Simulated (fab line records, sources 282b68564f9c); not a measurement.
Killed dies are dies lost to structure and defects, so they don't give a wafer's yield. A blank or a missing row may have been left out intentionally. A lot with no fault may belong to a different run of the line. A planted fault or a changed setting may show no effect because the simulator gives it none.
Which tool is to blame? :: flow rit-cmos :: 16 lots, 48 wafers sampled, at 2 steps of a route of 202

== WHAT THE GAUGES SHOWED, per wafer ==
RIT_SDANNEAL_RS_MEAS_04: measures by four-point-probe.
lot: L170
measured: day 3 06:09
on: film-metro-04
PSD_RS (ohm/sq): 116.2 116.0 115.8

lot: L171
measured: day 3 08:22
on: film-metro-04
PSD_RS (ohm/sq): 115.5 115.5 116.0

lot: L172
measured: day 3 13:21
on: film-metro-01
PSD_RS (ohm/sq): 115.8 115.7 115.9

lot: L173
measured: day 3 18:47
on: film-metro-04
PSD_RS (ohm/sq): 115.5 115.6 115.6

lot: L174
measured: day 3 22:31
on: film-metro-04
PSD_RS (ohm/sq): 115.5 115.7 115.7

lot: L175
measured: day 4 02:13
on: film-metro-04
PSD_RS (ohm/sq): 115.5 115.6 115.7

lot: L176
measured: day 4 10:21
on: film-metro-02
PSD_RS (ohm/sq): 116.0 116.1 116.1

lot: L177
measured: day 4 17:10
on: film-metro-02
PSD_RS (ohm/sq): 116.2 116.3 116.3

lot: L178
measured: day 4 19:33
on: film-metro-02
PSD_RS (ohm/sq): 115.9 116.0 116.0

lot: L179
measured: day 4 22:55
on: film-metro-04
PSD_RS (ohm/sq): 116.1 115.9 115.9

lot: L182
measured: day 5 17:57
on: film-metro-01
PSD_RS (ohm/sq): 115.9 116.2 116.2

lot: L183
measured: day 5 20:07
on: film-metro-02
PSD_RS (ohm/sq): 116.4 116.4 115.9

lot: L187
measured: day 7 03:08
on: film-metro-02
PSD_RS (ohm/sq): 50.6 50.6 50.5

lot: L188
measured: day 7 03:23
on: film-metro-01
PSD_RS (ohm/sq): 50.4 50.4 50.4

lot: L189
measured: day 7 16:39
on: film-metro-01
PSD_RS (ohm/sq): 50.4 50.4 50.4

lot: L190
measured: day 8 03:23
on: film-metro-01
PSD_RS (ohm/sq): 50.6 50.6 50.5

== WHICH TOOL RAN EACH LOT (tool, then ch and the chambers of the sampled wafers, then the start) ==
lot: L170
RIT_PSD_IMPLANT_08: implanter-02 ch 0, day 3 05:08

lot: L171
RIT_PSD_IMPLANT_08: implanter-04 ch 0, day 3 07:12

lot: L172
RIT_PSD_IMPLANT_08: implanter-04 ch 0, day 3 12:29

lot: L173
RIT_PSD_IMPLANT_08: implanter-04 ch 0, day 3 17:58

lot: L174
RIT_PSD_IMPLANT_08: implanter-01 ch 0, day 3 21:40

lot: L175
RIT_PSD_IMPLANT_08: implanter-02 ch 0, day 4 01:25

lot: L176
RIT_PSD_IMPLANT_08: implanter-01 ch 0, day 4 09:33

lot: L177
RIT_PSD_IMPLANT_08: implanter-02 ch 0, day 4 16:15

lot: L178
RIT_PSD_IMPLANT_08: implanter-01 ch 0, day 4 18:44

lot: L179
RIT_PSD_IMPLANT_08: implanter-04 ch 0, day 4 22:07

lot: L182
RIT_PSD_IMPLANT_08: implanter-04 ch 0, day 5 17:09

lot: L183
RIT_PSD_IMPLANT_08: implanter-04 ch 0, day 5 19:20

lot: L187
RIT_PSD_IMPLANT_08: implanter-01 ch 0, day 7 02:20

lot: L188
RIT_PSD_IMPLANT_08: implanter-02 ch 0, day 7 02:35

lot: L189
RIT_PSD_IMPLANT_08: implanter-04 ch 0, day 7 15:50

lot: L190
RIT_PSD_IMPLANT_08: implanter-02 ch 0, day 8 02:35
- RIT_PSD_IMPLANT_08

== WHAT THE TOOLS THEMSELVES READ (means of the sampled wafers that have a number; where no wafer has one, the mark that the record gives instead) ==
RIT_PSD_IMPLANT_08.
lot: L170
tool: implanter-02
end-station-pressure-torr (Torr): 1.51e-05

lot: L171
tool: implanter-04
end-station-pressure-torr (Torr): 1.57e-05

lot: L172
tool: implanter-04
end-station-pressure-torr (Torr): 1.64e-05

lot: L173
tool: implanter-04
end-station-pressure-torr (Torr): 1.54e-05

lot: L174
tool: implanter-01
end-station-pressure-torr (Torr): 1.36e-05

lot: L175
tool: implanter-02
end-station-pressure-torr (Torr): 1.36e-05

lot: L176
tool: implanter-01
end-station-pressure-torr (Torr): 1.34e-05

lot: L177
tool: implanter-02
end-station-pressure-torr (Torr): 1.38e-05

lot: L178
tool: implanter-01
end-station-pressure-torr (Torr): 1.33e-05

lot: L179
tool: implanter-04
end-station-pressure-torr (Torr): 1.53e-05

lot: L182
tool: implanter-04
end-station-pressure-torr (Torr): 1.56e-05

lot: L183
tool: implanter-04
end-station-pressure-torr (Torr): 1.57e-05

lot: L187
tool: implanter-01
end-station-pressure-torr (Torr): 1.43e-05

lot: L188
tool: implanter-02
end-station-pressure-torr (Torr): 1.41e-05

lot: L189
tool: implanter-04
end-station-pressure-torr (Torr): 1.46e-05

lot: L190
tool: implanter-02
end-station-pressure-torr (Torr): 1.44e-05

== THE ANSWER, worked out from the rows above alone ==
Rule: the usual values come from the lots themselves. Put in order of their means at a reading, lots are off if they are a third of the lots or fewer, leave a main group of 4 or more, and stand apart from it by a gap of 3 or more times the standard deviation of the main group's means; of several such gaps the widest counts. Not used: any main group whose means are identical at the precision the tables above print for the reading. Also off: a lot with no number at a reading for which 4 or more lots have one. All remaining lots with rows at the step are treated as sound. After the gauges, taken in route order, come the tools' own readings; for these a lot's mean is taken, as printed above. At the first step where some lot is off, the reading lying furthest off is the one used; lots without a number count as furthest.
Off: at RIT_SDANNEAL_RS_MEAS_04 (PSD_RS), L187, L188, L189, L190. The main group: mean 115.9 ohm/sq, standard deviation 0.24.
A tool fits if, at a process step before that reading, it ran every lot that is off, and no sound lot after the first of them. The gauges at RIT_SDANNEAL_RS_MEAS_04 are tried like those tools. None of those tried fits.

== WHAT HAD BEEN PUT IN BY THE SIMULATOR ==
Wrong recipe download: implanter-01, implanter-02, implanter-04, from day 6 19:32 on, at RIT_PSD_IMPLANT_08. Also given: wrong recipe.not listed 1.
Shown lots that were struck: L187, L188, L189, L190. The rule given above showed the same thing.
